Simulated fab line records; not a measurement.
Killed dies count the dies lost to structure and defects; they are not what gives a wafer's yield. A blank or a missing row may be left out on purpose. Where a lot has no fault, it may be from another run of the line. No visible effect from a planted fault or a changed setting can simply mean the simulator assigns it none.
A struck lot beside a sound one | flow rit_cmos | 44 out of 202 route steps
Sound: wafers L777.2, L777.4, L777.5. The struck wafers were L784.4, L784.5, L784.6. The cause is named last.
For every step that has rows: the tool of each side, followed by ch and its chambers, followed by its first start. Under that, the readings that differ: sound wafers | struck wafers | difference of the means | sigmas: that difference in standard deviations of wafers without a fault.
alike: words and numbers the same on both sides, and readings whose means are apart by under 2 such deviations; not compared: readings that were withheld, readings missing a value for some wafer, numbers with overlapping values and no deviation given by the record, and bounds like >300 which may hide the same value.
Wherever a step has rows on one side only, a row that says differs or no value, or a row with sigmas, the two part there. Numbers that have no deviation but don't overlap get no sigmas and don't part them. A reading that every wafer of one side lacks parts them only if that side has two wafers or more.

first, 4 steps without rows for these wafers: RIT_PLDD_SOFTBAKE_02 (time 60 s); RIT_PLDD_EXPOSE_03 (exposes mask M8, target cd 40900 nm); RIT_PLDD_PEB_04; RIT_PLDD_DEVELOP_05 (develop time 50 s).
RIT_PLDD_OVL_MEAS_06:
  sound on overlay-02, day 3 00:37; struck on overlay-01, day 4 11:35
  alike: PLDD_OVL
then, 2 steps without rows for these wafers: RIT_PLDD_HARDBAKE_07 (time 60 s); RIT_PLDD_IMPLANT_08.
RIT_PLDD_STRIP_09: strips in O2, time 180 s.
  sound on plasma_asher-04 ch 0,1, day 3 00:57; struck on plasma_asher-04 ch 0,1, day 4 11:58
  alike: drypump_motor_current_A
  not compared: rf_hours_counter_h
RIT_PLDD_TW_MEAS_10:
  sound on film_metro-03, day 3 01:08; struck on film_metro-01, day 4 12:07
  alike: PLDD_TW
then, 3 steps without rows for these wafers: RIT_SPACER_CLEAN_00 (cleans in SC1, time 600 s); RIT_SPACER_CLEAN_01 (cleans in dHF, time 30 s); RIT_SPACER_CLEAN_02 (cleans in SC2, time 600 s).
RIT_SPACER_CVD_03: deposits Si3N4 from SiH2Cl2/NH3, target thk 250 nm, time 3300 s.
  sound on lpcvd-01 ch 1, day 3 01:33; struck on lpcvd-01 ch 1, day 4 12:31
  reading                                  | sound             | struck            | difference | sigmas
  model.Si3N4_of_SPACER_CVD_03.thk_nm (nm) | 249.1 246.6 249.6 | 218.8 218.5 216.5 | -30.5      |
RIT_SPACER_THK_MEAS_04:
  sound on film_metro-04, day 3 03:29; struck on film_metro-02, day 4 14:41
  reading                 | sound             | struck            | difference | sigmas
  SPACER_NITRIDE_THK (nm) | 249.2 246.5 249.7 | 218.5 218.3 216.6 | -30.7      | -13
  not compared: hold
RIT_SPACER_ETCHBACK_05: etches Si3N4 in SF6/CHF3, stops on SiO2, target depth 250 nm, time 240 s.
  sound on rie_diel-02 ch 1,2,3, day 3 03:32; struck on rie_diel-04 ch 0,1, day 4 20:53
  reading                  | sound             | struck                                                                     | difference                   | sigmas
  hold                     | - - -             | await_dispo/6.2h/release await_dispo/6.2h/release await_dispo/6.2h/release | no value on the sound wafers |
  oes_product_au (a.u.)    | 0.839 0.835 0.856 | 0.768 0.766 0.758                                                          | -0.079                       | -7
  model.etch.depth_nm (nm) | 249.1 246.6 249.6 | 218.8 218.5 216.5                                                          | -30.5                        |
  alike: drypump_motor_current_A, throttle_valve_pct
  not compared: rf_hours_counter_h
then, 6 steps without rows for these wafers: RIT_NSD_HMDS_00 (prime time 60 s); RIT_NSD_COAT_01 (resist thk 1000 nm); RIT_NSD_SOFTBAKE_02 (time 60 s); RIT_NSD_EXPOSE_03 (exposes mask M9, target cd 40700 nm); RIT_NSD_PEB_04; RIT_NSD_DEVELOP_05 (develop time 50 s).
RIT_NSD_OVL_MEAS_06:
  sound on overlay-02, day 3 04:43; struck on overlay-02, day 4 21:55
  alike: NSD_OVL
then, 2 steps without rows for these wafers: RIT_NSD_HARDBAKE_07 (time 60 s); RIT_NSD_IMPLANT_08.
RIT_NSD_STRIP_09: strips in O2, time 180 s.
  the record has rows for the sound wafers here (plasma_asher-02 ch 0,1, day 3 05:03) and none for the struck ones
RIT_NSD_TW_MEAS_10:
  the record has rows for the sound wafers here (film_metro-01, day 3 05:14) and none for the struck ones
then, 6 steps without rows for these wafers: RIT_PSD_HMDS_00 (prime time 60 s); RIT_PSD_COAT_01 (resist thk 1000 nm); RIT_PSD_SOFTBAKE_02 (time 60 s); RIT_PSD_EXPOSE_03 (exposes mask M10, target cd 40900 nm); RIT_PSD_PEB_04; RIT_PSD_DEVELOP_05 (develop time 50 s).
RIT_PSD_OVL_MEAS_06:
  the record has rows for the sound wafers here (overlay-02, day 3 06:16) and none for the struck ones
then, 2 steps without rows for these wafers: RIT_PSD_HARDBAKE_07 (time 60 s); RIT_PSD_IMPLANT_08.
RIT_PSD_STRIP_09: strips in O2, time 180 s.
  the record has rows for the sound wafers here (plasma_asher-03 ch 0,1, day 3 06:36) and none for the struck ones
RIT_PSD_TW_MEAS_10:
  the record has rows for the sound wafers here (film_metro-01, day 3 06:47) and none for the struck ones
then, 3 steps without rows for these wafers: RIT_SDANNEAL_CLEAN_00 (cleans in SC1, time 600 s); RIT_SDANNEAL_CLEAN_01 (cleans in dHF, time 30 s); RIT_SDANNEAL_CLEAN_02 (cleans in SC2, time 600 s).
RIT_SDANNEAL_RTA_03: time 5 s.
  the record has rows for the sound wafers here (rtp_anneal-01 ch 0, day 3 07:13) and none for the struck ones
RIT_SDANNEAL_RS_MEAS_04: measures by four-point-probe.
  the record has rows for the sound wafers here (film_metro-04, day 3 07:20) and none for the struck ones
RIT_SILICIDE_WET_ETCH_00: etches SiO2 in BOE, target depth 14 nm, time 15 s.
  the record has rows for the sound wafers here (wet_bench-04 ch 3, day 3 07:48) and none for the struck ones
RIT_M1_PROBE_99:
  the record has rows for the sound wafers here (prober-02, day 3 14:44) and none for the struck ones

## WHERE THEY PART
Last at RIT_M1_PROBE_99 as far as this record goes, first at RIT_SPACER_THK_MEAS_04.

WHY: what the simulator had put in
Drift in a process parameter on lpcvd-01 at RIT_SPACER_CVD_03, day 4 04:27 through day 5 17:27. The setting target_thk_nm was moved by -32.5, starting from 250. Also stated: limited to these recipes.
